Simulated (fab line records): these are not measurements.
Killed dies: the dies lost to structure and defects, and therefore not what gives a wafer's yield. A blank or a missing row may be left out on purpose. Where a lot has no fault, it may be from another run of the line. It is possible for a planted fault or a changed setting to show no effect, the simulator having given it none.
Lot-split experiment ; flow rit cmos ; 5 lots, 23 wafers read, on a route of 202 steps

ABOUT THE SPLIT
At RIT_GATE_CVD_08 (deposits poly-Si from SiH4, target thk 250 nm, time 2220 s), the setting time s was moved away from the recipe's 2220 s on 15 of the 23 wafers read, by -6.4% to +14.5%. For the rest of the wafers, this setting stayed at what the recipe calls for.

FROM THE SPLIT TO THE READING: what the file shows between them, 6 steps
- RIT_GATE_THK_MEAS_09
- RIT_GATE_EXPOSE_13: exposes mask M6, target cd 150 nm (also split here: dose mj)
- RIT_GATE_PEB_14
- RIT_GATE_DEVELOP_15: develop time 50 s
- RIT_GATE_CD_MEAS_16: target cd 150 nm
- RIT_GATE_HARDBAKE_18: time 60 s

THE READING
oes product au, in a.u., at RIT_GATE_ETCH_19 (etches poly-Si in SF6/CHF3/O2, stops on SiO2, time 165 s, target depth 312.5 nm). Fault-free wafers of this fab line usually give 0.861 a.u., standard deviation 0.014 a.u.

wafer;tool, chamber at the split;time s as run, s;against the recipe;oes product au, a.u.;against lot-mates on the recipe
L075.2;-, -;2220;recipe;0.852;-
L075.3;-, -;2220;recipe;0.839;-
L075.4;-, -;2220;recipe;0.858;-
L075.5;-, -;2220;recipe;0.863;-
L075.6;-, -;2220;recipe;0.850;-
L076.1;-, -;2543;+14.5%;0.968;no lot-mate on the recipe
L076.2;-, -;2543;+14.5%;0.961;no lot-mate on the recipe
L076.3;-, -;2543;+14.5%;0.934;no lot-mate on the recipe
L076.5;-, -;2543;+14.5%;0.953;no lot-mate on the recipe
L076.6;-, -;2543;+14.5%;0.966;no lot-mate on the recipe
L077.1;-, -;2358;+6.2%;0.912;no lot-mate on the recipe
L077.3;-, -;2358;+6.2%;0.873;no lot-mate on the recipe
L077.4;-, -;2358;+6.2%;0.890;no lot-mate on the recipe
L077.5;-, -;2358;+6.2%;0.883;no lot-mate on the recipe
L077.6;-, -;2358;+6.2%;0.883;no lot-mate on the recipe
L080.1;-, -;2078;-6.4%;0.824;no lot-mate on the recipe
L080.2;-, -;2078;-6.4%;0.806;no lot-mate on the recipe
L080.3;-, -;2078;-6.4%;0.837;no lot-mate on the recipe
L080.4;-, -;2078;-6.4%;0.815;no lot-mate on the recipe
L080.6;-, -;2078;-6.4%;0.808;no lot-mate on the recipe
L081.2;lpcvd-02, 0;2220;recipe;0.886;-
L081.3;lpcvd-02, 0;2220;recipe;0.887;-
L081.4;lpcvd-02, 0;2220;recipe;0.868;-

THE FIT
A straight line over all 23 wafers: oes product au changes by +0.00639 a.u. for each +1% of time s; r = +0.95; the points scatter about the line by 0.016 a.u.
Too few moved wafers with a lot-mate on the recipe to fit a line net of each lot's own level.

THE WHOLE CHAIN: every reading that the file lists as answering this split, in the file's order
step;what it does;reading;change (the file's fit);r (the file's)
RIT_GATE_CVD_08;deposits poly-Si from SiH4, target thk 250 nm, time 2220 s;poly-Si_of_GATE_CVD_08.thk nm (the simulator's own value, which no gauge read);+2.39 nm for each +1% of the setting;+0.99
RIT_GATE_THK_MEAS_09;;GATE_POLY_THK;+2.4 for each +1% of the setting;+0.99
RIT_GATE_ETCH_19;etches poly-Si in SF6/CHF3/O2, stops on SiO2, time 165 s, target depth 312.5 nm;oes product au;+0.00639 a.u. for each +1% of the setting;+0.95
RIT_GATE_ETCH_19;etches poly-Si in SF6/CHF3/O2, stops on SiO2, time 165 s, target depth 312.5 nm;GATE.feature depth nm (the simulator's own value, which no gauge read);+2.39 nm for each +1% of the setting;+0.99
RIT_GATE_ETCH_19;etches poly-Si in SF6/CHF3/O2, stops on SiO2, time 165 s, target depth 312.5 nm;etch.depth nm (the simulator's own value, which no gauge read);+2.35 nm for each +1% of the setting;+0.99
RIT_SPACER_ETCHBACK_05;etches Si3N4 in SF6/CHF3, stops on SiO2, target depth 250 nm, time 240 s;poly-Si_of_GATE_CVD_08.thk nm (the simulator's own value, which no gauge read);+2.64 nm for each +1% of the setting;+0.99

THE FILE'S OWN FIT
oes product au changes by +0.00639 a.u. for each +1% of time s, r = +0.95.
